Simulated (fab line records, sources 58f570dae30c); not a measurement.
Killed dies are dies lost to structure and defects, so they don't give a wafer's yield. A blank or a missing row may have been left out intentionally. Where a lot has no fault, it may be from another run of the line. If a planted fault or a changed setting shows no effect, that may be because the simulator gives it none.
Split-lot study | flow berkeleyCmos170 | 23 wafers read from 5 lots, route of 331 steps

## THE SPLIT ITSELF
At UCB170_GATE_PEB_10, the setting pebTempC was moved away from the recipe's 130 C on 9 of the 23 wafers read, by -2.2% to +2.3%. The other wafers ran this setting at the recipe's value.

## FROM THE SPLIT TO THE READING: what the file shows between them, 4 steps
- UCB170_GATE_DEVELOP_11: develop time 45 s
- UCB170_GATE_CD_MEAS_12: target cd 350 nm
- UCB170_GATE_ETCH_15: etches poly-Si in HBr/Cl2, stops on SiO2, time 56.3 s, target depth 278.2 nm (also split here: biasW)
- UCB170_GATE_STRIP_16: strips in O2

## THE READING
cdNm at UCB170_GATE_CD_MEAS_90, given in nm (cd target 350 nm). Typical for fault-free wafers on this fab line: 349.6 nm, with standard deviation 1.1 nm.

wafer  | tool, chamber at the split | pebTempC as run, C | against the recipe | cdNm, nm | against lot-mates on the recipe
L076.2 | lithoTrack-04, 0           | 131                | +0.8%              | 341.4    | -7.3
L076.3 | lithoTrack-04, 0           | 131                | +0.8%              | 343.0    | -5.7
L076.4 | lithoTrack-04, 0           | 130                | recipe             | 348.1    | -
L076.5 | lithoTrack-04, 0           | 130                | recipe             | 349.9    | -
L076.6 | lithoTrack-04, 0           | 130                | recipe             | 348.1    | -
L075.1 | lithoTrack-01, 0           | 132.8              | +2.2%              | 332.6    | -16.3
L075.2 | lithoTrack-01, 0           | 132.8              | +2.2%              | 331.4    | -17.5
L075.3 | lithoTrack-01, 0           | 130                | recipe             | 349.4    | -
L075.4 | lithoTrack-01, 0           | 130                | recipe             | 348.7    | -
L075.6 | lithoTrack-01, 0           | 130                | recipe             | 348.7    | -
L074.1 | lithoTrack-04, 0           | 130                | recipe             | 352.0    | -
L074.2 | lithoTrack-04, 0           | 130                | recipe             | 352.6    | -
L074.3 | lithoTrack-04, 0           | 130                | recipe             | 351.8    | -
L074.4 | lithoTrack-04, 0           | 133                | +2.3%              | 332.8    | -19.3
L074.5 | lithoTrack-04, 0           | 133                | +2.3%              | 333.3    | -18.8
L083.1 | lithoTrack-02, 0           | 127.2              | -2.2%              | 371.2    | +20.8
L083.2 | lithoTrack-02, 0           | 130                | recipe             | 350.3    | -
L083.3 | lithoTrack-02, 0           | 130                | recipe             | 350.5    | -
L083.4 | lithoTrack-02, 0           | 127.2              | -2.2%              | 370.3    | +19.9
L083.6 | lithoTrack-02, 0           | 127.2              | -2.2%              | 371.4    | +21.0
L082.1 | lithoTrack-02, 0           | 130                | recipe             | 349.0    | -
L082.3 | lithoTrack-02, 0           | 130                | recipe             | 348.8    | -
L082.4 | lithoTrack-02, 0           | 130                | recipe             | 349.0    | -

THE FIT
A straight line over all 23 wafers: cdNm changes by -8.7 nm for each +1% of pebTempC; r = -0.99; the points scatter about the line by 1.8 nm.
The same after taking each lot's own level away (the mean of its wafers on the recipe; 23 wafers): -8.73 nm for each +1%; r = -1.00; scatter 0.94 nm.
That fit puts the effect of the largest move of pebTempC on the reading at 20 nm.
Across the lots, their own levels run from 348.70 to 352.13 nm, a range of 3.1 times the standard deviation given above.
Consequently the slope shifts little with the lot-to-lot level, the two slopes agreeing.
Check: for one of the wafers moved furthest among these (+2.3%), held out of the fit, the line's prediction against its lot-mates is -19.7 nm. It came out at -19.3 nm against them.

## THE OTHER SPLITS THESE WAFERS WENT THROUGH
These wafers also went through other splits before the reading. Each is held against what the fit with the lots' levels taken away leaves over:
other split on the same wafers      | wafers away from the commonest value | r with cdNm (lot level and that fit taken away)
UCB170_NWELL_CVD_04 sih2cl2FlowSccm | 18                                   | +0.09
UCB170_NWELL_COAT_07 resistThkNm    | 5                                    | +0.01
UCB170_PWELL_IMPLANT_15 energyKev   | 5                                    | -0.40
UCB170_ACTIVE_COAT_08 resistThkNm   | 8                                    | -0.06
UCB170_ACTIVE_ETCH_15 overEtchFrac  | 11                                   | -0.16
UCB170_PFIELD_COAT_01 spinRpm       | 5                                    | +0.31
UCB170_PVT_IMPLANT_07 energyKev     | 10                                   | +0.12
UCB170_GATE_ETCH_15 biasW           | 6                                    | -0.09

## THE WHOLE CHAIN: every reading that the file lists as answering this split, in the file's order
step                   | what it does                                                                 | reading                                                    | change (the file's fit)              | r (the file's)
UCB170_GATE_CD_MEAS_12 | target cd 350 nm                                                             | cdNm                                                       | -8.36 nm for each +1% of the setting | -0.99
UCB170_GATE_ETCH_15    | etches poly-Si in HBr/Cl2, stops on SiO2, time 56.3 s, target depth 278.2 nm | GATE.cdNm (the simulator's own value, which no gauge read) | -8.39 nm for each +1% of the setting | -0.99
UCB170_GATE_CD_MEAS_90 | target cd 350 nm                                                             | cdNm                                                       | -8.55 nm for each +1% of the setting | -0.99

## THE FILE'S OWN FIT
cdNm changes by -8.55 nm for each +1% of pebTempC, r = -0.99.
